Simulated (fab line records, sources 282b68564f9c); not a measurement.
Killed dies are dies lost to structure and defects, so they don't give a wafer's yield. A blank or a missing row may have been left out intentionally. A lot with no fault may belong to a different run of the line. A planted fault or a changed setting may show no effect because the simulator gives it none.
fab line records / flow ritCmos
[record] lots = 5 wafers = 15 lastDay = 7
route steps=202 shown GATE@88 REOX@98 M1@202
lots that met no fault: taken from a fault-free run of the same line
startH: start of the lot's first displayed wafer, in hours after the record's first day / waitH: hours elapsed since this lot's preceding step / " repeats the value in the row above / L1.1+2: several wafers, shown together as one row / - either no value or no given start / * or withheld: withheld / < > ~ a bound
route shown NAME@n: a module of which the file shows steps, and the number in the route of the first / usual: mean/standard deviation of fault-free wafers / same: alike in all rows / chamber/n: place in a boat / sites: each site's reading / _std_site: their standard deviation / _edge_site: inner sites' mean taken away from outer sites' mean / radiusMm: for every site, how far away it sits from the centre of the wafer / mask NAME#n: copy n / behind: the tool/chamber that last shaped the wafer / hold: reason for holding the lot/hours on hold/outcome of the hold / device: the transistor (n, p or np) that didn't switch / end of line: at the end of the route, the tests of the same wafers / a step given without rows: its recipe and nothing more / killed: count of dies lost to structure and defects at first sort (not the wafer's yield) / map: a wafer's dies, marking killed ones x, the rest . and places with no die _
set.NAME: the setting the step ran with; set.NAME@STEP: the setting that earlier step ran with / model.NAME: the simulator's own value behind a step, which no gauge read
lots at selected steps of the route; one table per step, one row per wafer
services: a tool's chamber out of use, with start hour (startH, from the record's first day; less than 0 if before it), hours out, and reason
[[steps]]
[step RIT_GATE_SOFTBAKE_12]
[recipe] resist = NOVOLAK tempC = 90 timeS = 60
[step RIT_GATE_EXPOSE_13]
[recipe] maskId = M6 na = 0.6 sourceShape = conventional sigmaOuter = 0.6 targetCdNm = 150 doseMj = 380
[step RIT_GATE_PEB_14]
[recipe] resist = NOVOLAK tempC = withheld timeS = withheld
[step RIT_GATE_DEVELOP_15]
[recipe] resist = NOVOLAK developTimeS = 50 devTempC = 23
[step RIT_GATE_CD_MEAS_16]
[recipe] targetCdNm = 150
[usual] cdNm = 148.2/2
lot.wafer=L119.2 tool=cdSem-02 chamber=- startH=41.99 waitH=- cdNm=144.9
lot.wafer=L119.4 tool=cdSem-02 chamber=- startH=41.99 waitH=- cdNm=148.2
lot.wafer=L119.5 tool=cdSem-02 chamber=- startH=41.99 waitH=- cdNm=147.7
lot.wafer=L122.2 tool=cdSem-02 chamber=- startH=58.29 waitH=- cdNm=149.3
lot.wafer=L122.3 tool=cdSem-02 chamber=- startH=58.29 waitH=- cdNm=147.9
lot.wafer=L122.4 tool=cdSem-02 chamber=- startH=58.29 waitH=- cdNm=149.7
lot.wafer=L131.1 tool=cdSem-01 chamber=- startH=106.63 waitH=- cdNm=149.0
lot.wafer=L131.3 tool=cdSem-01 chamber=- startH=106.63 waitH=- cdNm=152.6
lot.wafer=L131.6 tool=cdSem-01 chamber=- startH=106.63 waitH=- cdNm=149.2
lot.wafer=L136.1 tool=cdSem-01 chamber=- startH=130.70 waitH=- cdNm=147.0
lot.wafer=L136.4 tool=cdSem-01 chamber=- startH=130.70 waitH=- cdNm=146.0
lot.wafer=L136.6 tool=cdSem-01 chamber=- startH=130.70 waitH=- cdNm=148.0
lot.wafer=L141.1 tool=cdSem-02 chamber=- startH=153.58 waitH=- cdNm=149.3
lot.wafer=L141.2 tool=cdSem-02 chamber=- startH=153.58 waitH=- cdNm=147.0
lot.wafer=L141.3 tool=cdSem-02 chamber=- startH=153.58 waitH=- cdNm=149.0
[step RIT_GATE_OVL_MEAS_17]
[usual] GATE_OVL = -0.7/1.6
lot.wafer=L119.2 tool=overlay-02 chamber=- startH=42.09 waitH=0.1 GATE_OVL[nm]=-0.8
lot.wafer=L119.4 tool=overlay-02 chamber=- startH=42.09 waitH=0.1 GATE_OVL[nm]=-0.8
lot.wafer=L119.5 tool=overlay-02 chamber=- startH=42.09 waitH=0.1 GATE_OVL[nm]=-1.0
lot.wafer=L122.2 tool=overlay-02 chamber=- startH=58.40 waitH=0.1 GATE_OVL[nm]=-1.2
lot.wafer=L122.3 tool=overlay-02 chamber=- startH=58.40 waitH=0.1 GATE_OVL[nm]=-1.1
lot.wafer=L122.4 tool=overlay-02 chamber=- startH=58.40 waitH=0.1 GATE_OVL[nm]=-1.1
lot.wafer=L131.1 tool=overlay-02 chamber=- startH=106.75 waitH=0.1 GATE_OVL[nm]=0.7
lot.wafer=L131.3 tool=overlay-02 chamber=- startH=106.75 waitH=0.1 GATE_OVL[nm]=-1.0
lot.wafer=L131.6 tool=overlay-02 chamber=- startH=106.75 waitH=0.1 GATE_OVL[nm]=-0.4
lot.wafer=L136.1 tool=overlay-01 chamber=- startH=130.82 waitH=0.1 GATE_OVL[nm]=-3.6
lot.wafer=L136.4 tool=overlay-01 chamber=- startH=130.82 waitH=0.1 GATE_OVL[nm]=-2.1
lot.wafer=L136.6 tool=overlay-01 chamber=- startH=130.82 waitH=0.1 GATE_OVL[nm]=-1.4
lot.wafer=L141.1 tool=overlay-01 chamber=- startH=153.70 waitH=0.1 GATE_OVL[nm]=0.3
lot.wafer=L141.2 tool=overlay-01 chamber=- startH=153.70 waitH=0.1 GATE_OVL[nm]=-2.3
lot.wafer=L141.3 tool=overlay-01 chamber=- startH=153.70 waitH=0.1 GATE_OVL[nm]=0.1
[step RIT_GATE_HARDBAKE_18]
[recipe] resist = NOVOLAK tempC = 140 timeS = 60
[step RIT_GATE_ETCH_19]
[recipe] chemistry = SF6/CHF3/O2 timeS = 165 SF6_flow_sccm = 30 CHF3_flow_sccm = 30 O2_flow_sccm = 5 target = poly-Si pressureMtorr = 40 rfW = 160 targetDepthA = 3125 overEtchFrac = 0.25 stopOn = SiO2
[usual] drypumpMotorCurrentA = 5.7/0.46 heBacksideLeakSccm = 2.62/0.24 oesProductAu = 0.840/0.013 throttleValvePct = 10.21/0.16
lot.wafer=L119.2 tool=rieSi-02 chamber=2 startH=42.27 waitH=0.1 drypumpMotorCurrentA=5.7 heBacksideLeakSccm=2.69 oesProductAu=0.832 rfHoursCounterH=34 throttleValvePct=10.28
lot.wafer=L119.4 tool=rieSi-02 chamber=0 startH=42.27 waitH=0.1 drypumpMotorCurrentA=6.7 heBacksideLeakSccm=2.22 oesProductAu=0.849 rfHoursCounterH=- throttleValvePct=10.46
lot.wafer=L119.5 tool=rieSi-02 chamber=3 startH=42.27 waitH=0.1 drypumpMotorCurrentA=5.4 heBacksideLeakSccm=2.51 oesProductAu=0.839 rfHoursCounterH=- throttleValvePct=10.19
lot.wafer=L122.2 tool=rieSi-01 chamber=0 startH=58.58 waitH=0.1 drypumpMotorCurrentA=5.7 heBacksideLeakSccm=2.23 oesProductAu=0.869 rfHoursCounterH=75 throttleValvePct=10.01
lot.wafer=L122.3 tool=rieSi-01 chamber=1 startH=58.58 waitH=0.1 drypumpMotorCurrentA=5.6 heBacksideLeakSccm=2.70 oesProductAu=0.840 rfHoursCounterH=85 throttleValvePct=9.99
lot.wafer=L122.4 tool=rieSi-01 chamber=0 startH=58.58 waitH=0.1 drypumpMotorCurrentA=5.7 heBacksideLeakSccm=2.44 oesProductAu=0.866 rfHoursCounterH=- throttleValvePct=10.01
lot.wafer=L131.1 tool=rieSi-02 chamber=3 startH=106.94 waitH=0.1 drypumpMotorCurrentA=5.4 heBacksideLeakSccm=2.63 oesProductAu=0.839 rfHoursCounterH=49 throttleValvePct=10.19
lot.wafer=L131.3 tool=rieSi-02 chamber=1 startH=106.94 waitH=0.1 drypumpMotorCurrentA=5.9 heBacksideLeakSccm=2.89 oesProductAu=0.831 rfHoursCounterH=0 throttleValvePct=10.37
lot.wafer=L131.6 tool=rieSi-02 chamber=2 startH=106.94 waitH=0.1 drypumpMotorCurrentA=5.6 heBacksideLeakSccm=2.84 oesProductAu=0.841 rfHoursCounterH=- throttleValvePct=10.30
lot.wafer=L136.1 tool=rieSi-01 chamber=3 startH=131.01 waitH=0.1 drypumpMotorCurrentA=5.0 heBacksideLeakSccm=2.55 oesProductAu=0.834 rfHoursCounterH=47 throttleValvePct=10.19
lot.wafer=L136.4 tool=rieSi-01 chamber=0 startH=131.01 waitH=0.1 drypumpMotorCurrentA=5.7 heBacksideLeakSccm=2.54 oesProductAu=0.863 rfHoursCounterH=76 throttleValvePct=10.03
lot.wafer=L136.6 tool=rieSi-01 chamber=1 startH=131.01 waitH=0.1 drypumpMotorCurrentA=5.7 heBacksideLeakSccm=2.85 oesProductAu=0.832 rfHoursCounterH=- throttleValvePct=10.00
lot.wafer=L141.1 tool=rieSi-02 chamber=2 startH=153.88 waitH=0.1 drypumpMotorCurrentA=5.6 heBacksideLeakSccm=2.76 oesProductAu=0.826 rfHoursCounterH=35 throttleValvePct=10.27
lot.wafer=L141.2 tool=rieSi-02 chamber=1 startH=153.88 waitH=0.1 drypumpMotorCurrentA=5.9 heBacksideLeakSccm=2.71 oesProductAu=0.828 rfHoursCounterH=1 throttleValvePct=10.35
lot.wafer=L141.3 tool=rieSi-02 chamber=3 startH=153.88 waitH=0.1 drypumpMotorCurrentA=5.4 heBacksideLeakSccm=2.65 oesProductAu=0.828 rfHoursCounterH=50 throttleValvePct=10.18
[step RIT_GATE_STRIP_20]
[recipe] chemistry = O2 timeS = 180 resist = NOVOLAK platenTempC = withheld powerW = 500 pressureMtorr = 4000 o2FlowSccm = 4000
[usual] drypumpMotorCurrentA = 5.7/0.44
lot.wafer=L119.2 tool=plasmaAsher-02 chamber=1 startH=42.38 waitH=0.1 drypumpMotorCurrentA=5.5 rfHoursCounterH=39
lot.wafer=L119.4 tool=plasmaAsher-02 chamber=1 startH=42.38 waitH=0.1 drypumpMotorCurrentA=5.5 rfHoursCounterH=-
lot.wafer=L119.5 tool=plasmaAsher-02 chamber=0 startH=42.38 waitH=0.1 drypumpMotorCurrentA=6.4 rfHoursCounterH=-
lot.wafer=L122.2 tool=plasmaAsher-02 chamber=1 startH=58.69 waitH=0.1 drypumpMotorCurrentA=5.4 rfHoursCounterH=41
lot.wafer=L122.3 tool=plasmaAsher-02 chamber=0 startH=58.69 waitH=0.1 drypumpMotorCurrentA=6.4 rfHoursCounterH=-
lot.wafer=L122.4 tool=plasmaAsher-02 chamber=1 startH=58.69 waitH=0.1 drypumpMotorCurrentA=5.5 rfHoursCounterH=-
lot.wafer=L131.1 tool=plasmaAsher-01 chamber=0 startH=107.04 waitH=0.1 drypumpMotorCurrentA=5.4 rfHoursCounterH=47
lot.wafer=L131.3 tool=plasmaAsher-01 chamber=1 startH=107.04 waitH=0.1 drypumpMotorCurrentA=5.4 rfHoursCounterH=-
lot.wafer=L131.6 tool=plasmaAsher-01 chamber=0 startH=107.04 waitH=0.1 drypumpMotorCurrentA=5.4 rfHoursCounterH=-
lot.wafer=L136.1 tool=plasmaAsher-02 chamber=1 startH=131.12 waitH=0.1 drypumpMotorCurrentA=5.5 rfHoursCounterH=48
lot.wafer=L136.4 tool=plasmaAsher-02 chamber=0 startH=131.12 waitH=0.1 drypumpMotorCurrentA=6.4 rfHoursCounterH=-
lot.wafer=L136.6 tool=plasmaAsher-02 chamber=0 startH=131.12 waitH=0.1 drypumpMotorCurrentA=6.4 rfHoursCounterH=-
lot.wafer=L141.1 tool=plasmaAsher-01 chamber=0 startH=153.99 waitH=0.1 drypumpMotorCurrentA=5.4 rfHoursCounterH=4
lot.wafer=L141.2 tool=plasmaAsher-01 chamber=1 startH=153.99 waitH=0.1 drypumpMotorCurrentA=5.4 rfHoursCounterH=4
lot.wafer=L141.3 tool=plasmaAsher-01 chamber=1 startH=153.99 waitH=0.1 drypumpMotorCurrentA=5.5 rfHoursCounterH=-
[step RIT_GATE_CD_MEAS_90]
[recipe] targetCdNm = 150
[usual] cdNm = 148.2/2
lot.wafer=L119.2 tool=cdSem-01 chamber=- startH=42.57 waitH=0.1 cdNm=144.8
lot.wafer=L119.4 tool=cdSem-01 chamber=- startH=42.57 waitH=0.1 cdNm=148.0
lot.wafer=L119.5 tool=cdSem-01 chamber=- startH=42.57 waitH=0.1 cdNm=147.4
lot.wafer=L122.2 tool=cdSem-01 chamber=- startH=58.88 waitH=0.1 cdNm=149.3
lot.wafer=L122.3 tool=cdSem-01 chamber=- startH=58.88 waitH=0.1 cdNm=147.2
lot.wafer=L122.4 tool=cdSem-01 chamber=- startH=58.88 waitH=0.1 cdNm=149.3
lot.wafer=L131.1 tool=cdSem-02 chamber=- startH=107.22 waitH=0.1 cdNm=149.3
lot.wafer=L131.3 tool=cdSem-02 chamber=- startH=107.22 waitH=0.1 cdNm=152.7
lot.wafer=L131.6 tool=cdSem-02 chamber=- startH=107.22 waitH=0.1 cdNm=148.9
lot.wafer=L136.1 tool=cdSem-02 chamber=- startH=131.29 waitH=0.1 cdNm=146.9
lot.wafer=L136.4 tool=cdSem-02 chamber=- startH=131.29 waitH=0.1 cdNm=146.0
lot.wafer=L136.6 tool=cdSem-02 chamber=- startH=131.29 waitH=0.1 cdNm=147.5
lot.wafer=L141.1 tool=cdSem-01 chamber=- startH=154.17 waitH=0.1 cdNm=149.7
lot.wafer=L141.2 tool=cdSem-01 chamber=- startH=154.17 waitH=0.1 cdNm=147.1
lot.wafer=L141.3 tool=cdSem-01 chamber=- startH=154.17 waitH=0.1 cdNm=148.6
[step RIT_REOX_CLEAN_00]
[recipe] chemistry = SC1 mix = 3:3:50 timeS = 600 tempC = 75
[step RIT_REOX_CLEAN_01]
[recipe] chemistry = dHF dilution = 50:1 timeS = 30
[step RIT_REOX_CLEAN_02]
[recipe] chemistry = SC2 mix = 3:3:50 timeS = 600 tempC = 75 dry = n2Spin
[usual] runLengthS = 628/3.7
lot.wafer=L119.2 tool=wetBench-01 chamber=2 startH=42.87 waitH=0.0 runLengthS=627
lot.wafer=L119.4 tool=wetBench-01 chamber=2 startH=42.87 waitH=0.0 runLengthS=627
lot.wafer=L119.5 tool=wetBench-01 chamber=2 startH=42.87 waitH=0.0 runLengthS=627
lot.wafer=L122.2 tool=wetBench-04 chamber=0 startH=59.19 waitH=0.0 runLengthS=627
lot.wafer=L122.3 tool=wetBench-04 chamber=0 startH=59.19 waitH=0.0 runLengthS=627
lot.wafer=L122.4 tool=wetBench-04 chamber=0 startH=59.19 waitH=0.0 runLengthS=627
lot.wafer=L131.1 tool=wetBench-04 chamber=0 startH=107.74 waitH=0.0 runLengthS=459
lot.wafer=L131.3 tool=wetBench-04 chamber=0 startH=107.74 waitH=0.0 runLengthS=459
lot.wafer=L131.6 tool=wetBench-04 chamber=0 startH=107.74 waitH=0.0 runLengthS=459
lot.wafer=L136.1 tool=wetBench-01 chamber=3 startH=131.60 waitH=0.0 runLengthS=625
lot.wafer=L136.4 tool=wetBench-01 chamber=3 startH=131.60 waitH=0.0 runLengthS=625
lot.wafer=L136.6 tool=wetBench-01 chamber=3 startH=131.60 waitH=0.0 runLengthS=625
lot.wafer=L141.1 tool=wetBench-03 chamber=2 startH=154.48 waitH=0.0 runLengthS=631
lot.wafer=L141.2 tool=wetBench-03 chamber=2 startH=154.48 waitH=0.0 runLengthS=631
lot.wafer=L141.3 tool=wetBench-03 chamber=2 startH=154.48 waitH=0.0 runLengthS=631
[step RIT_REOX_OXIDATION_03]
[recipe] tempC = 904.9 ambient = O2 targetThkA = 252 oxTimeS = 5580
[step RIT_M1_PROBE_99]
[usual] killed_at_M0_to_M3 = 0.0/0.14 killedAtContacts = 0.1/0.34 killedAtFrontEnd = 6.6/2.7 killedDies = 6.7/2.7 killedOpen = 3.5/1.9 killedShort = 3.1/1.8
[same] grossDies = 264 killed_at_M4_up = 0 killedAtBackSide = 0 killedAtOther = 0
lot.wafer=L119.2 tool=prober-02 chamber=- startH=64.37 waitH=0.1 killed_at_M0_to_M3=0 killedAtContacts=0 killedAtFrontEnd=9 killedDies=9 killedOpen=8 killedShort=1
lot.wafer=L119.4 tool=prober-02 chamber=- startH=64.47 waitH=0.2 killed_at_M0_to_M3=0 killedAtContacts=0 killedAtFrontEnd=3 killedDies=3 killedOpen=0 killedShort=3
lot.wafer=L119.5 tool=prober-02 chamber=- startH=64.52 waitH=0.2 killed_at_M0_to_M3=0 killedAtContacts=0 killedAtFrontEnd=8 killedDies=8 killedOpen=5 killedShort=3
lot.wafer=L122.2 tool=prober-01 chamber=- startH=79.37 waitH=0.1 killed_at_M0_to_M3=0 killedAtContacts=0 killedAtFrontEnd=7 killedDies=7 killedOpen=4 killedShort=3
lot.wafer=L122.3 tool=prober-01 chamber=- startH=79.42 waitH=0.2 killed_at_M0_to_M3=0 killedAtContacts=0 killedAtFrontEnd=7 killedDies=7 killedOpen=3 killedShort=4
lot.wafer=L122.4 tool=prober-01 chamber=- startH=79.47 waitH=0.2 killed_at_M0_to_M3=0 killedAtContacts=0 killedAtFrontEnd=7 killedDies=7 killedOpen=4 killedShort=3
lot.wafer=L131.1 tool=prober-02 chamber=- startH=127.64 waitH=0.1 killed_at_M0_to_M3=1 killedAtContacts=0 killedAtFrontEnd=8 killedDies=9 killedOpen=4 killedShort=5
lot.wafer=L131.3 tool=prober-02 chamber=- startH=127.74 waitH=0.2 killed_at_M0_to_M3=0 killedAtContacts=0 killedAtFrontEnd=13 killedDies=13 killedOpen=7 killedShort=6
lot.wafer=L131.6 tool=prober-02 chamber=- startH=127.89 waitH=0.2 killed_at_M0_to_M3=0 killedAtContacts=0 killedAtFrontEnd=9 killedDies=9 killedOpen=7 killedShort=2
lot.wafer=L136.1 tool=prober-01 chamber=- startH=152.21 waitH=0.1 killed_at_M0_to_M3=0 killedAtContacts=0 killedAtFrontEnd=4 killedDies=4 killedOpen=2 killedShort=2
lot.wafer=L136.4 tool=prober-01 chamber=- startH=152.36 waitH=0.2 killed_at_M0_to_M3=1 killedAtContacts=0 killedAtFrontEnd=5 killedDies=6 killedOpen=3 killedShort=3
lot.wafer=L136.6 tool=prober-01 chamber=- startH=152.46 waitH=0.2 killed_at_M0_to_M3=0 killedAtContacts=0 killedAtFrontEnd=6 killedDies=6 killedOpen=3 killedShort=3
lot.wafer=L141.1 tool=prober-02 chamber=- startH=175.07 waitH=0.1 killed_at_M0_to_M3=0 killedAtContacts=0 killedAtFrontEnd=6 killedDies=6 killedOpen=3 killedShort=3
lot.wafer=L141.2 tool=prober-02 chamber=- startH=175.12 waitH=0.1 killed_at_M0_to_M3=0 killedAtContacts=0 killedAtFrontEnd=5 killedDies=5 killedOpen=4 killedShort=1
lot.wafer=L141.3 tool=prober-02 chamber=- startH=175.17 waitH=0.2 killed_at_M0_to_M3=0 killedAtContacts=1 killedAtFrontEnd=9 killedDies=10 killedOpen=5 killedShort=5
// killed by level:class
L119.2 GATE:geometricParticle:open=4 ACTIVE:geometricParticle:open=1 FOX1:geometricParticle:open=1 FOX2:geometricParticle:open=1 REOX:geometricParticle:open=1 SPACER:geometricParticle:short=1
L119.4 SPACER:geometricParticle:short=3
L119.5 GATE:geometricParticle:short=2 SPACER:geometricParticle:open=2 FOX2:geometricParticle:open=1 GATE:geometricParticle:open=1 REOX:geometricParticle:open=1 REOX:geometricParticle:short=1
L122.2 FOX1:geometricParticle:open=2 FOX1:geometricParticle:short=1 GATE:geometricParticle:short=1 GATE:geometricParticle:open=1 REOX:geometricParticle:short=1 SPACER:geometricParticle:open=1
L122.3 SILICIDE:geometricParticle:short=2 GATE:geometricParticle:open=1 REOX:geometricParticle:open=1 REOX:geometricParticle:short=1 SPACER:geometricParticle:short=1 SILICIDE:geometricParticle:open=1
L122.4 FOX1:geometricParticle:open=2 FOX1:geometricParticle:short=1 GATE:geometricParticle:open=1 SPACER:geometricParticle:short=1 SILICIDE:geometricParticle:open=1 SILICIDE:geometricParticle:short=1
L131.1 GATE:geometricParticle:open=3 GATE:geometricParticle:short=2 FOX2:geometricParticle:short=1 SPACER:geometricParticle:open=1 SILICIDE:geometricParticle:short=1 M1:geometricParticle:short=1
L131.3 GATE:geometricParticle:short=3 SILICIDE:geometricParticle:open=3 GATE:geometricParticle:open=2 REOX:geometricParticle:open=2 REOX:geometricParticle:short=1 SPACER:geometricParticle:short=1 SILICIDE:geometricParticle:short=1
L131.6 GATE:geometricParticle:open=3 SPACER:geometricParticle:open=3 REOX:geometricParticle:short=2 SILICIDE:geometricParticle:open=1
L136.1 GATE:geometricParticle:open=2 FOX2:geometricParticle:short=1 REOX:geometricParticle:short=1
L136.4 FOX2:geometricParticle:open=1 GATE:geometricParticle:short=1 GATE:geometricParticle:open=1 REOX:geometricParticle:short=1 SILICIDE:geometricParticle:open=1 M1:geometricParticle:short=1
L136.6 GATE:geometricParticle:short=2 SPACER:geometricParticle:open=2 SILICIDE:geometricParticle:short=1 SILICIDE:geometricParticle:open=1
L141.1 GATE:geometricParticle:open=3 REOX:geometricParticle:short=2 GATE:geometricParticle:short=1
L141.2 SILICIDE:geometricParticle:open=2 GATE:geometricParticle:open=1 SPACER:geometricParticle:open=1 SPACER:geometricParticle:short=1
L141.3 SILICIDE:geometricParticle:short=3 FOX1:geometricParticle:short=1 GATE:geometricParticle:short=1 GATE:geometricParticle:open=1 REOX:geometricParticle:open=1 SPACER:geometricParticle:open=1 SILICIDE:geometricParticle:open=1 CONTACT:geometricParticle:open=1
[[services]]
tool=rieSi-02 chamber=1 startH=29.29 hours=- kind=clean
tool=rieSi-02 chamber=1 startH=29.29 hours=14.8 kind=scheduledDown
tool=rieSi-02 chamber=1 startH=29.29 hours=14.8 kind=ventCycle
tool=rieSi-01 chamber=2 startH=36.80 hours=- kind=clean
tool=rieSi-01 chamber=2 startH=36.80 hours=32.7 kind=scheduledDown
tool=rieSi-01 chamber=2 startH=36.80 hours=32.7 kind=ventCycle
tool=wetBench-04 chamber=- startH=39.35 hours=1.9 kind=pm
tool=rieSi-01 chamber=0 startH=65.01 hours=3.8 kind=repair
tool=rieSi-01 chamber=3 startH=91.23 hours=8.8 kind=repair
tool=plasmaAsher-01 chamber=- startH=105.73 hours=1.2 kind=repair
tool=plasmaAsher-01 chamber=- startH=108.75 hours=9.0 kind=pm
tool=plasmaAsher-01 chamber=0 startH=108.75 hours=9.0 kind=ventCycle
tool=plasmaAsher-01 chamber=1 startH=108.75 hours=9.0 kind=ventCycle
tool=plasmaAsher-01 chamber=0 startH=117.75 hours=- kind=clean
tool=plasmaAsher-01 chamber=1 startH=117.75 hours=- kind=clean
tool=rieSi-02 chamber=3 startH=149.43 hours=3.9 kind=repair
[[key]]
[firstSign] step = RIT_REOX_CLEAN_02 reading = runLengthS direction = down sigmas = 45 usual = * struck = *
effect none on later readings
metAt RIT_REOX_CLEAN_02
struckWafers L131.1,L131.3,L131.6
testerLeftOut L131
onsetBetween 59.19 107.74
[fault] kind = processParameterDrift tool = wetBench-04 chamber = 0 onsetH = 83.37 steps = RIT_REOX_CLEAN_02 channel = timeS offset = * shape = step endH = 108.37 actsIn = * stated = *
// testerLeftOut: of these lots the tester's yield and bins aren't shown, on N5 and GAA mostly nor the transistor test; their killed dies are dies lost to structure and defects alone, not to doping, threshold or leakage, so they don't give the yield
